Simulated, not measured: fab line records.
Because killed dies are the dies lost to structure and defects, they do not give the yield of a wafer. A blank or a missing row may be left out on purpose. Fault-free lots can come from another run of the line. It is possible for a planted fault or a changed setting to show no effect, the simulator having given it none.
fab line records	flow rit-cmos
record: lots: 5	wafers: 23
route steps=202 shown CONTACT@179 M1@189
start-h: start of the lot's first displayed wafer, in hours after the record's first day	wait-h: time in hours since the lot's previous step	" same as the row above	L1.1+2: a single row standing in for several wafers	- value missing, or start not given	* or withheld: withheld	< > ~ a bound
route shown NAME@n: a module of which the file shows steps, and the number in the route of the first	usual: mean/standard deviation taken from wafers without a fault	same: alike in all rows	chamber/n: place in a boat	sites: readings site by site	_std_site: their standard deviation	_edge_site: the outer-site mean with the inner-site mean subtracted	radius-mm: for every site, how far away it sits from the centre of the wafer	mask NAME#n: copy n	behind: the last tool/chamber to shape the wafer	hold: why the lot went on hold/how many hours it stayed there/how the hold came to an end	device: which transistor (n, p or np) failed to switch	end of line: tests run on the same wafers once the route is complete	a step without rows: its recipe alone	killed: not the wafer's yield, but the dies lost to structure and defects at the first sort	map: per-die view of a wafer (x killed, . not killed, _ where there is no die)
set.NAME: setting as actually run; set.NAME@STEP: the setting as run at that earlier step	model.NAME: the simulator's own value behind a step, which no gauge read
lots with deliberately changed settings; one table per step, one row per wafer
== steps ==
step: RIT_CONTACT_ETCH_11
recipe: target-depth-a: 4800	over-etch-frac: 0.2	stop-on: TiSi2	chemistry: CHF3/CF4/Ar	target: SiO2	CHF3_flow_sccm: 50	cf4-flow-sccm: 10	Ar_flow_sccm: 100	O2_flow_sccm: 5	pressure-mtorr: 100	rf-w: 200	time-s: 320
lot.wafer	tool	chamber	start-h	wait-h	set.time-s	set.develop-time-s@CONTACT_DEVELOP_07	model.NOVOLAK_of_CONTACT_COAT_03.thk-nm	model.CONTACT.cd-nm
L074.1	rie-diel-01	0	57.24	0.1	320	120	768.4	999.4
L074.3	"	3	"	"	320	120	768	999.3
L074.5	"	3	"	"	320	120	769.2	999.3
L079.1	rie-diel-03	1	83.49	0.1	335.2	120	764.1	999.3
L079.2	"	2	"	"	335.2	109.8	761.2	991.4
L079.3	"	3	"	"	320	120	768.5	997.5
L079.5	"	3	"	"	320	120	767.3	998
L079.6	"	0	"	"	320	109.8	767.5	990
L080.2	rie-diel-02	0	83.77	0.1	320	120	770.2	-
L080.3	"	3	"	"	273.6	120	784.6	1003
L080.4	"	2	"	"	320	120	765.3	1003
L080.5	"	1	"	"	273.6	120	784.6	1002
L080.6	"	0	"	"	320	120	772.6	1001
L082.2	rie-diel-02	2	96.03	0.1	320	120	770.4	997.1
L082.3	"	1	"	"	304.1	120	779.4	997.7
L082.4	"	2	"	"	304.1	120	773.6	999.4
L082.5	"	3	"	"	320	120	775.4	997.3
L082.6	"	1	"	"	304.1	120	777.4	998.3
L085.1	rie-diel-03	2	112.51	0.1	320	120	764.5	1000
L085.2	"	3	"	"	320	125.6	767.5	1004
L085.4	"	1	"	"	320	120	772.4	999.3
L085.5	"	1	"	"	320	120	770.4	1001
L085.6	"	0	"	"	320	125.6	768	1004
step: RIT_CONTACT_STRIP_12
recipe: chemistry: O2	time-s: 180	resist: NOVOLAK	platen-temp-c: withheld	power-w: 500	pressure-mtorr: 4000	o2-flow-sccm: 4000
step: RIT_CONTACT_CD_MEAS_90
recipe: target-cd-nm: 1000
usual: cd-nm: 999.6/2
lot.wafer	tool	chamber	start-h	wait-h	set.develop-time-s@CONTACT_DEVELOP_07	cd-nm
L074.1	cd-sem-01	-	57.61	0.1	120	999.5
L074.3	"	-	"	"	120	999.8
L074.5	"	-	"	"	120	999.4
L079.1	cd-sem-02	-	83.86	0.1	120	999.3
L079.2	"	-	"	"	109.8	991.4
L079.3	"	-	"	"	120	997.5
L079.5	"	-	"	"	120	998.0
L079.6	"	-	"	"	109.8	989.7
L080.2	cd-sem-01	-	84.16	0.1	120	1000.8
L080.3	"	-	"	"	120	1003.2
L080.4	"	-	"	"	120	1003.2
L080.5	"	-	"	"	120	1001.7
L080.6	"	-	"	"	120	1001.2
L082.2	cd-sem-02	-	96.42	0.1	120	997.2
L082.3	"	-	"	"	120	997.8
L082.4	"	-	"	"	120	999.3
L082.5	"	-	"	"	120	997.4
L082.6	"	-	"	"	120	998.4
L085.1	cd-sem-02	-	112.88	0.1	120	1000.1
L085.2	"	-	"	"	125.6	1003.9
L085.4	"	-	"	"	120	999.4
L085.5	"	-	"	"	120	1000.8
L085.6	"	-	"	"	125.6	1004.0
step: RIT_M1_SOFTBAKE_05
recipe: resist: NOVOLAK	temp-c: 90	time-s: 60
lot.wafer	tool	chamber	start-h	wait-h	set.temp-c
L074.1+3+5	litho-track-02	0	58.86	0.1	90
L079.1+3	litho-track-01	0	85.24	0.1	90
L079.2+5+6	"	0	"	"	88.14
L080.2+4+5	litho-track-04	0	85.44	0.1	90
L080.3+6	"	0	"	"	86.77
L082.2+3+4+5+6	litho-track-01	0	97.69	0.1	90
L085.1+2	litho-track-04	0	114.13	0.1	91.91
L085.4+5+6	"	0	"	"	90
step: RIT_M1_EXPOSE_06
recipe: mask-id: M12	na: 0.6	source-shape: conventional	sigma-outer: 0.5	target-cd-nm: 2600	dose-mj: 250
lot.wafer	tool	chamber	start-h	wait-h	mask	set.dose-mj
L074.1+3+5	iline-stepper-02	0	59.13	0.2	M12#0	250
L079.1+2+6	iline-stepper-02	0	85.51	0.2	M12#0	232.2
L079.3+5	"	0	"	"	M12#0	250
L080.2+3	iline-stepper-01	0	85.78	0.3	M12#0	250
L080.4+5+6	"	0	"	"	M12#0	267.6
L082.2+3+4+5+6	iline-stepper-02	0	97.83	0.1	M12#0	250
L085.1+2+4+5+6	iline-stepper-01	0	114.28	0.1	M12#0	250
step: RIT_M1_PEB_07
recipe: resist: NOVOLAK	temp-c: withheld	time-s: withheld
step: RIT_M1_DEVELOP_08
recipe: resist: NOVOLAK	develop-time-s: 69.88	dev-temp-c: 23
lot.wafer	tool	chamber	start-h	wait-h	set.temp-c@M1_SOFTBAKE_05	set.dose-mj@M1_EXPOSE_06	model.NOVOLAK_of_M1_COAT_04.thk-nm	model.M1.cd-nm
L074.1	litho-track-02	0	-	-	90	250	1300	2597
L074.3	"	0	"	"	90	250	1303	2598
L074.5	"	0	"	"	90	250	1302	2599
L079.1	litho-track-02	0	-	-	90	232.2	1304	2624
L079.2	"	0	"	"	88.14	232.2	1310	2623
L079.3	"	0	"	"	90	250	1302	2599
L079.5	"	0	"	"	88.14	250	1311	2601
L079.6	"	0	"	"	88.14	232.2	1314	2623
L080.2	litho-track-01	0	-	-	90	250	1302	2599
L080.3	"	0	"	"	86.77	250	1318	2601
L080.4	"	0	"	"	90	267.6	1302	2582
L080.5	"	0	"	"	90	267.6	1304	2583
L080.6	"	0	"	"	86.77	267.6	1314	2581
L082.2	litho-track-04	0	-	-	90	250	1304	2600
L082.3	"	0	"	"	90	250	1308	2603
L082.4	"	0	"	"	90	250	1304	2604
L082.5	"	0	"	"	90	250	1309	2602
L082.6	"	0	"	"	90	250	1306	2601
L085.1	litho-track-02	0	-	-	91.91	250	1297	2601
L085.2	"	0	"	"	91.91	250	1295	2598
L085.4	"	0	"	"	90	250	1302	2599
L085.5	"	0	"	"	90	250	1303	2601
L085.6	"	0	"	"	90	250	1301	2602
step: RIT_M1_CD_MEAS_09
recipe: target-cd-nm: 2600
usual: cd-nm: 2600.2/1.8
lot.wafer	tool	chamber	start-h	wait-h	set.dose-mj@M1_EXPOSE_06	cd-nm
L074.1	cd-sem-02	-	59.58	-	250	2597.2
L074.3	"	-	"	"	250	2597.4
L074.5	"	-	"	"	250	2599.0
L079.1	cd-sem-02	-	85.97	-	232.2	2623.9
L079.2	"	-	"	"	232.2	2622.5
L079.3	"	-	"	"	250	2599.1
L079.5	"	-	"	"	250	2601.2
L079.6	"	-	"	"	232.2	2623.0
L080.2	cd-sem-01	-	86.21	-	250	2599.2
L080.3	"	-	"	"	250	2601.3
L080.4	"	-	"	"	267.6	2582.1
L080.5	"	-	"	"	267.6	2582.5
L080.6	"	-	"	"	267.6	2581.7
L082.2	cd-sem-02	-	98.45	-	250	2599.9
L082.3	"	-	"	"	250	2602.7
L082.4	"	-	"	"	250	2604.0
L082.5	"	-	"	"	250	2602.3
L082.6	"	-	"	"	250	2601.0
L085.1	cd-sem-01	-	114.71	-	250	2601.2
L085.2	"	-	"	"	250	2597.8
L085.4	"	-	"	"	250	2599.3
L085.5	"	-	"	"	250	2600.7
L085.6	"	-	"	"	250	2601.2
step: RIT_M1_STRIP_13
recipe: chemistry: nmp	resist: NOVOLAK	temp-c: 80	time-s: 600	dry: n2-spin
lot.wafer	tool	chamber	start-h	wait-h	set.time-s
L074.1+3+5	wet-bench-04	0	60.31	0.3	600
L079.1+2+3+5+6	-	-	-	0.1	600
L080.2+3+4+5+6	-	-	-	0.1	667.6
L082.2+3+4+5+6	-	-	-	0.1	679.3
L085.1+2+4+5+6	-	-	-	0.3	643.4
step: RIT_M1_STRIP_14
recipe: chemistry: O2	time-s: 180	platen-temp-c: withheld	power-w: 500	pressure-mtorr: 4000	o2-flow-sccm: 4000
step: RIT_M1_CD_MEAS_90
recipe: target-cd-nm: 2600
usual: cd-nm: 2599.5/2.5
lot.wafer	tool	chamber	start-h	wait-h	set.dose-mj@M1_EXPOSE_06	cd-nm
L074.1	cd-sem-01	-	60.66	0.1	250	2595.4
L074.3	"	-	"	"	250	2595.1
L074.5	"	-	"	"	250	2596.7
L079.1	cd-sem-01	-	86.89	0.1	232.2	2623.2
L079.2	"	-	"	"	232.2	2621.0
L079.3	"	-	"	"	250	2597.1
L079.5	"	-	"	"	250	2600.7
L079.6	"	-	"	"	232.2	2622.2
L080.2	cd-sem-01	-	87.43	0.1	250	2596.8
L080.3	"	-	"	"	250	2601.5
L080.4	"	-	"	"	267.6	2580.2
L080.5	"	-	"	"	267.6	2581.7
L080.6	"	-	"	"	267.6	2583.2
L082.2	cd-sem-01	-	99.54	0.1	250	2599.1
L082.3	"	-	"	"	250	2599.7
L082.4	"	-	"	"	250	2601.3
L082.5	"	-	"	"	250	2601.5
L082.6	"	-	"	"	250	2598.2
L085.1	cd-sem-01	-	115.79	0.1	250	2601.2
L085.2	"	-	"	"	250	2597.0
L085.4	"	-	"	"	250	2598.1
L085.5	"	-	"	"	250	2600.7
L085.6	"	-	"	"	250	2600.6
step: RIT_M1_ANNEAL_15
recipe: temp-c: 450	time-s: 1800	ambient: forming_gas_H2N2
step: RIT_M1_PROBE_99
lot.wafer	tool	chamber	start-h	wait-h	set.temp-c@GATE_OXIDATION_05	set.develop-time-s@GATE_DEVELOP_15	model.etest.pmos_0p3.r-on-ohm-um	model.etest.nmos_0p3.r-on-ohm-um	model.etest.pmos-turned.r-on-ohm-um	model.etest.pmos_0p15.r-on-ohm-um	model.etest.nmos_0p15.r-on-ohm-um	model.etest.nmos-narrow.drive-ua-um	model.etest.nmos_0p3.drive-ua-um	model.etest.nmos_0p15.drive-ua-um
L074.1	prober-01	-	62.40	0.1	900	50	6388	2230	3562	2873	1229	230.1	227.2	452.4
L074.3	prober-01	-	62.50	0.2	900	50	6272	2166	3408	2782	1162	225.3	226.6	462.4
L074.5	prober-01	-	62.60	0.2	900	50	6298	2122	3425	2747	1099	227.3	228.1	462.8
L079.1	prober-02	-	88.63	0.1	900	50	6293	2176	3412	2765	1130	212.2	220.1	446.6
L079.2	prober-02	-	88.68	0.1	900	50	6225	2149	3399	2789	1128	216.8	225.2	455.9
L079.3	prober-02	-	88.73	0.2	900	50	6378	2206	3517	2870	1163	212	220.6	445.1
L079.5	prober-02	-	88.83	0.2	900	50	6274	2167	3438	2811	1128	215.5	220.9	452.1
L079.6	prober-02	-	88.88	0.2	900	50	6393	2216	3522	2904	1183	210.8	218.3	438.4
L080.2	prober-01	-	90.18	0.1	926.2	50	8219	2694	4272	3433	1320	144.7	150.7	361.1
L080.3	prober-01	-	90.23	0.2	926.2	56.92	7777	2550	3734	2899	1158	155.9	160.5	445.2
L080.4	prober-01	-	90.28	0.2	926.2	56.92	7501	2548	3609	2803	1166	158.1	165.8	466
L080.5	prober-01	-	90.33	0.2	926.2	50	8424	2762	4455	3594	1400	144.9	150.6	352.6
L080.6	prober-01	-	90.38	0.2	926.2	50	8451	2771	4500	3647	1407	146	148	348.1
L082.2	prober-01	-	101.31	0.1	917.8	50	7826	2674	4321	3528	1408	162.2	164.6	368.9
L082.3	prober-01	-	101.36	0.2	917.8	56.74	7225	2450	3585	2792	1194	178.6	183.7	494
L082.4	prober-01	-	101.41	0.2	917.8	56.74	7239	2444	3661	2880	1194	175.3	180.2	467.2
L082.5	prober-01	-	101.46	0.2	917.8	50	7813	2649	4181	3407	1350	166	168.9	385.6
L082.6	prober-01	-	101.51	0.2	917.8	56.74	7206	2481	3742	2934	1266	175.8	182.6	467.8
L085.1	prober-02	-	117.53	0.1	920.2	50	7680	2562	4106	3340	1257	158.4	164.5	373.3
L085.2	prober-02	-	117.58	0.1	920.2	50	7890	2573	4157	3385	1257	160.6	160.6	365.4
L085.4	prober-02	-	117.68	0.2	920.2	55.84	7225	2406	3533	2775	1088	163.1	170.6	458.8
L085.5	prober-02	-	117.73	0.2	920.2	50	8055	2611	4339	3466	1283	155.4	159.4	361.6
L085.6	prober-02	-	117.78	0.2	920.2	55.84	7352	2457	3619	2863	1108	167.1	171.7	456.5
killed by level:class
L074.1 FOX1:geometric-particle:open=2 REOX:geometric-particle:short=2 SPACER:geometric-particle:open=2 SILICIDE:geometric-particle:short=2 GATE:geometric-particle:open=1 SPACER:geometric-particle:short=1 SILICIDE:geometric-particle:open=1
L074.3 SILICIDE:geometric-particle:open=3 FOX1:geometric-particle:short=1 GATE:geometric-particle:open=1
L074.5 FOX1:geometric-particle:open=2 GATE:geometric-particle:open=2 GATE:geometric-particle:short=2 FOX2:geometric-particle:open=1 SPACER:geometric-particle:open=1
== key ==
split: step: RIT_CONTACT_ETCH_11	setting: time-s	stated: 320	by: wafer
response: step: RIT_CONTACT_ETCH_11	reading: model.NOVOLAK_of_CONTACT_COAT_03.thk-nm	change: -1.03	per: 1%	r: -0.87
split: step: RIT_M1_SOFTBAKE_05	setting: temp-c	stated: 90	by: wafer
response: step: RIT_M1_DEVELOP_08	reading: model.NOVOLAK_of_M1_COAT_04.thk-nm	change: -3.65	per: 1%	r: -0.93
split: step: RIT_M1_EXPOSE_06	setting: dose-mj	stated: 250	by: wafer
response: step: RIT_M1_DEVELOP_08	reading: model.M1.cd-nm	change: -2.91	per: 1%	r: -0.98
response: step: RIT_M1_CD_MEAS_09	reading: cd-nm	change: -2.9	per: 1%	r: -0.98
response: step: RIT_M1_CD_MEAS_90	reading: cd-nm	change: -2.87	per: 1%	r: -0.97
split: step: RIT_M1_STRIP_13	setting: time-s	stated: 600	by: lot
response none clear
split outside-this-file step=RIT_GATE_OXIDATION_05 setting=temp-c
split outside-this-file step=RIT_GATE_DEVELOP_15 setting=develop-time-s
split outside-this-file step=RIT_CONTACT_DEVELOP_07 setting=develop-time-s
split outside-this-file: this setting was split too, and the file shows its column; the key of that split is in another file
